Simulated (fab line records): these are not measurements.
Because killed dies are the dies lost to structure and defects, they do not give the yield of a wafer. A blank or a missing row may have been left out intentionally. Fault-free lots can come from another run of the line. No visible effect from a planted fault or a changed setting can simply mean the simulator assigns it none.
What tool caused it? / flow berkeleyCmos170 / 14 lots, 42 wafers sampled, at 4 steps of a route of 331

== WHAT EACH GAUGE READ, for each wafer ==
UCB170_NWELL_THK_MEAS_05. Usual: NWELL_NITRIDE_THK typically reads 224.5 nm, with standard deviation 2.1.
lot=L210; measured=day 2 18:39; on=filmMetro-02; NWELL_NITRIDE_THK (nm)=221.4 222.2 223.3; flag=
lot=L211; measured=day 3 03:13; on=filmMetro-01; NWELL_NITRIDE_THK (nm)=221.4 224.9 222.3; flag=
lot=L212; measured=day 3 03:13; on=filmMetro-03; NWELL_NITRIDE_THK (nm)=221.1 218.7 218.4; flag=
lot=L213; measured=day 3 08:58; on=filmMetro-03; NWELL_NITRIDE_THK (nm)=224.4 223.8 221.9; flag=
lot=L214; measured=day 3 08:58; on=filmMetro-02; NWELL_NITRIDE_THK (nm)=224.8 224.6 222.6; flag=
lot=L215; measured=day 3 15:48; on=filmMetro-01; NWELL_NITRIDE_THK (nm)=227.9 226.3 227.4; flag=
lot=L217; measured=day 4 05:14; on=filmMetro-02; NWELL_NITRIDE_THK (nm)=223.7 224.3 225.5; flag=
lot=L218; measured=day 4 12:11; on=filmMetro-02; NWELL_NITRIDE_THK (nm)=228.0 226.0 227.6; flag=
lot=L224; measured=day 5 14:22; on=filmMetro-03; NWELL_NITRIDE_THK (nm)=223.0 223.0 222.9; flag=
lot=L227; measured=day 6 10:43; on=filmMetro-01; NWELL_NITRIDE_THK (nm)=227.0 225.8 224.2; flag=
lot=L228; measured=day 6 18:06; on=filmMetro-02; NWELL_NITRIDE_THK (nm)=224.4 225.0 224.5; flag=
lot=L229; measured=day 6 18:06; on=filmMetro-01; NWELL_NITRIDE_THK (nm)=222.4 223.0 224.3; flag=
lot=L230; measured=day 7 08:53; on=filmMetro-03; NWELL_NITRIDE_THK (nm)=224.9 224.9 223.2; flag=
lot=L232; measured=day 7 20:04; on=filmMetro-02; NWELL_NITRIDE_THK (nm)=224.9 226.4 226.1; flag=

UCB170_ACTIVE_THK_MEAS_03. Usual: ACTIVE_OXIDE_THK typically reads 26.4 nm, with standard deviation 0.48.
lot=L210; measured=day 4 16:54; on=filmMetro-03; ACTIVE_OXIDE_THK (nm)=27.0 26.9 27.0; flag=
lot=L211; measured=day 5 01:55; on=filmMetro-03; ACTIVE_OXIDE_THK (nm)=27.5 27.6 27.7; flag=
lot=L212; measured=day 5 01:55; on=filmMetro-04; ACTIVE_OXIDE_THK (nm)=26.3 26.4 26.4; flag=
lot=L213; measured=day 5 09:56; on=filmMetro-03; ACTIVE_OXIDE_THK (nm)=25.1 25.7 25.4; flag=
lot=L214; measured=day 5 09:57; on=filmMetro-04; ACTIVE_OXIDE_THK (nm)=26.3 26.4 26.3; flag=
lot=L215; measured=day 5 20:30; on=filmMetro-03; ACTIVE_OXIDE_THK (nm)=26.0 26.4 26.0; flag=
lot=L217; measured=day 6 07:36; on=filmMetro-03; ACTIVE_OXIDE_THK (nm)=38.7 38.6 38.2; flag=OFF
lot=L218; measured=day 6 16:09; on=filmMetro-03; ACTIVE_OXIDE_THK (nm)=39.4 39.3 39.9; flag=OFF
lot=L224; measured=day 7 12:32; on=filmMetro-03; ACTIVE_OXIDE_THK (nm)=26.4 26.3 26.3; flag=
lot=L227; measured=day 8 14:10; on=filmMetro-04; ACTIVE_OXIDE_THK (nm)=26.0 26.0 26.0; flag=
lot=L228; measured=day 9 01:33; on=filmMetro-03; ACTIVE_OXIDE_THK (nm)=26.9 26.8 27.1; flag=
lot=L229; measured=day 9 01:37; on=filmMetro-03; ACTIVE_OXIDE_THK (nm)=26.3 26.4 26.1; flag=
lot=L230; measured=day 9 11:47; on=filmMetro-02; ACTIVE_OXIDE_THK (nm)=26.7 26.6 26.5; flag=
lot=L232; measured=day 9 22:31; on=filmMetro-03; ACTIVE_OXIDE_THK (nm)=26.3 26.0 26.3; flag=

== TOOL THAT RAN EACH LOT (tool first, then ch and the chambers of the sampled wafers, then the start) ==
lot=L210; UCB170_PWELL_ETCH_14=rieDiel-04 ch 0,2,3, day 3 13:59; UCB170_ACTIVE_OXIDATION_02=furnace-02 ch 0, day 4 15:33
lot=L211; UCB170_PWELL_ETCH_14=rieDiel-03 ch 1,2,3, day 4 01:59; UCB170_ACTIVE_OXIDATION_02=furnace-04 ch 0, day 5 00:34
lot=L212; UCB170_PWELL_ETCH_14=rieDiel-02 ch 1,2, day 4 01:45; UCB170_ACTIVE_OXIDATION_02=furnace-04 ch 0, day 5 00:34
lot=L213; UCB170_PWELL_ETCH_14=rieDiel-03 ch 0,2,3, day 4 08:34; UCB170_ACTIVE_OXIDATION_02=furnace-02 ch 0, day 5 08:35
lot=L214; UCB170_PWELL_ETCH_14=rieDiel-04 ch 0,3, day 4 08:17; UCB170_ACTIVE_OXIDATION_02=furnace-02 ch 0, day 5 08:35
lot=L215; UCB170_PWELL_ETCH_14=rieDiel-02 ch 1,2, day 4 19:04; UCB170_ACTIVE_OXIDATION_02=furnace-02 ch 0, day 5 19:08
lot=L217; UCB170_PWELL_ETCH_14=rieDiel-03 ch 0,2,3, day 5 02:04; UCB170_ACTIVE_OXIDATION_02=furnace-02 ch 0, day 6 01:50
lot=L218; UCB170_PWELL_ETCH_14=rieDiel-02 ch 0,2,3, day 5 09:22; UCB170_ACTIVE_OXIDATION_02=furnace-04 ch 0, day 6 11:56
lot=L224; UCB170_PWELL_ETCH_14=rieDiel-03 ch 0,1,3, day 6 13:07; UCB170_ACTIVE_OXIDATION_02=furnace-01 ch 0, day 7 11:11
lot=L227; UCB170_PWELL_ETCH_14=rieDiel-04 ch 0,1,2, day 7 10:41; UCB170_ACTIVE_OXIDATION_02=furnace-04 ch 0, day 8 12:45
lot=L228; UCB170_PWELL_ETCH_14=rieDiel-03 ch 0,1,3, day 7 17:14; UCB170_ACTIVE_OXIDATION_02=furnace-04 ch 0, day 9 00:12
lot=L229; UCB170_PWELL_ETCH_14=rieDiel-02 ch 1,2, day 7 17:31; UCB170_ACTIVE_OXIDATION_02=furnace-04 ch 0, day 9 00:12
lot=L230; UCB170_PWELL_ETCH_14=rieDiel-03 ch 0,1,2, day 8 10:03; UCB170_ACTIVE_OXIDATION_02=furnace-02 ch 0, day 9 10:26
lot=L232; UCB170_PWELL_ETCH_14=rieDiel-02 ch 0,1,2, day 8 22:19; UCB170_ACTIVE_OXIDATION_02=furnace-04 ch 0, day 9 21:09
- UCB170_PWELL_ETCH_14: etches Si3N4 in CH3F/Ar/O2, stops on SiO2, target depth 242 nm, time 151 s.
- UCB170_ACTIVE_OXIDATION_02: target thk 26.4 nm, ox time 1260 s.

== WHAT THE TOOLS THEMSELVES READ (means of the sampled wafers that have a number; where no wafer has one, the mark that the record gives instead) ==
UCB170_PWELL_ETCH_14. Usual: O2_flow_sccm 7.001 sccm, standard deviation 0.02; drypumpMotorCurrentA 5.8 A, standard deviation 0.5; oesProductAu 0.937 a.u., standard deviation 0.012; throttleValvePct 8.07 %, standard deviation 0.09.
lot=L210; tool=rieDiel-04; O2_flow_sccm (sccm)=6.998; drypumpMotorCurrentA (A)=5.4; oesProductAu (a.u.)=0.937; throttleValvePct (%)=8.04; flag=
lot=L211; tool=rieDiel-03; O2_flow_sccm (sccm)=6.988; drypumpMotorCurrentA (A)=6.1; oesProductAu (a.u.)=0.947; throttleValvePct (%)=8.02; flag=
lot=L212; tool=rieDiel-02; O2_flow_sccm (sccm)=7.012; drypumpMotorCurrentA (A)=5.1; oesProductAu (a.u.)=0.944; throttleValvePct (%)=8.07; flag=
lot=L213; tool=rieDiel-03; O2_flow_sccm (sccm)=6.994; drypumpMotorCurrentA (A)=5.9; oesProductAu (a.u.)=0.937; throttleValvePct (%)=8.01; flag=
lot=L214; tool=rieDiel-04; O2_flow_sccm (sccm)=7.004; drypumpMotorCurrentA (A)=5.4; oesProductAu (a.u.)=0.926; throttleValvePct (%)=7.99; flag=
lot=L215; tool=rieDiel-02; O2_flow_sccm (sccm)=7.018; drypumpMotorCurrentA (A)=5.1; oesProductAu (a.u.)=0.933; throttleValvePct (%)=8.08; flag=
lot=L217; tool=rieDiel-03; O2_flow_sccm (sccm)=7.009; drypumpMotorCurrentA (A)=5.9; oesProductAu (a.u.)=0.938; throttleValvePct (%)=8.02; flag=
lot=L218; tool=rieDiel-02; O2_flow_sccm (sccm)=7.017; drypumpMotorCurrentA (A)=5.9; oesProductAu (a.u.)=0.935; throttleValvePct (%)=8.14; flag=
lot=L224; tool=rieDiel-03; O2_flow_sccm (sccm)=7.004; drypumpMotorCurrentA (A)=6.0; oesProductAu (a.u.)=0.933; throttleValvePct (%)=7.99; flag=
lot=L227; tool=rieDiel-04; O2_flow_sccm (sccm)=6.996; drypumpMotorCurrentA (A)=5.7; oesProductAu (a.u.)=0.940; throttleValvePct (%)=8.13; flag=
lot=L228; tool=rieDiel-03; O2_flow_sccm (sccm)=6.983; drypumpMotorCurrentA (A)=6.0; oesProductAu (a.u.)=0.944; throttleValvePct (%)=7.99; flag=
lot=L229; tool=rieDiel-02; O2_flow_sccm (sccm)=6.995; drypumpMotorCurrentA (A)=5.3; oesProductAu (a.u.)=0.942; throttleValvePct (%)=8.05; flag=
lot=L230; tool=rieDiel-03; O2_flow_sccm (sccm)=6.999; drypumpMotorCurrentA (A)=6.2; oesProductAu (a.u.)=0.932; throttleValvePct (%)=8.01; flag=
lot=L232; tool=rieDiel-02; O2_flow_sccm (sccm)=7.009; drypumpMotorCurrentA (A)=5.6; oesProductAu (a.u.)=0.936; throttleValvePct (%)=8.12; flag=

== THE ANSWER, worked out from the rows above alone ==
Rule: a lot is off if the mean of its wafers that have a number lies more than 3 standard deviations from the usual mean. Also off: a lot with no number at a reading for which 4 or more lots have one. All remaining lots with rows at the step are treated as sound. After the gauges, taken in route order, come the tools' own readings; for these a lot's mean is taken, as printed above. The first step at which some lot is off is used, and at that step the reading that is off furthest; a lot without a number counts as furthest.
Off: L217, L218, seen at UCB170_ACTIVE_THK_MEAS_03 (ACTIVE_OXIDE_THK).
If a tool, at a process step before that reading, ran all the lots that are off and no sound lot after the first of them, it fits. Gauges at UCB170_ACTIVE_THK_MEAS_03: tried the same way as those tools. Not one of the candidates tried fits.

== WHAT THE SIMULATOR HAD PUT IN ==
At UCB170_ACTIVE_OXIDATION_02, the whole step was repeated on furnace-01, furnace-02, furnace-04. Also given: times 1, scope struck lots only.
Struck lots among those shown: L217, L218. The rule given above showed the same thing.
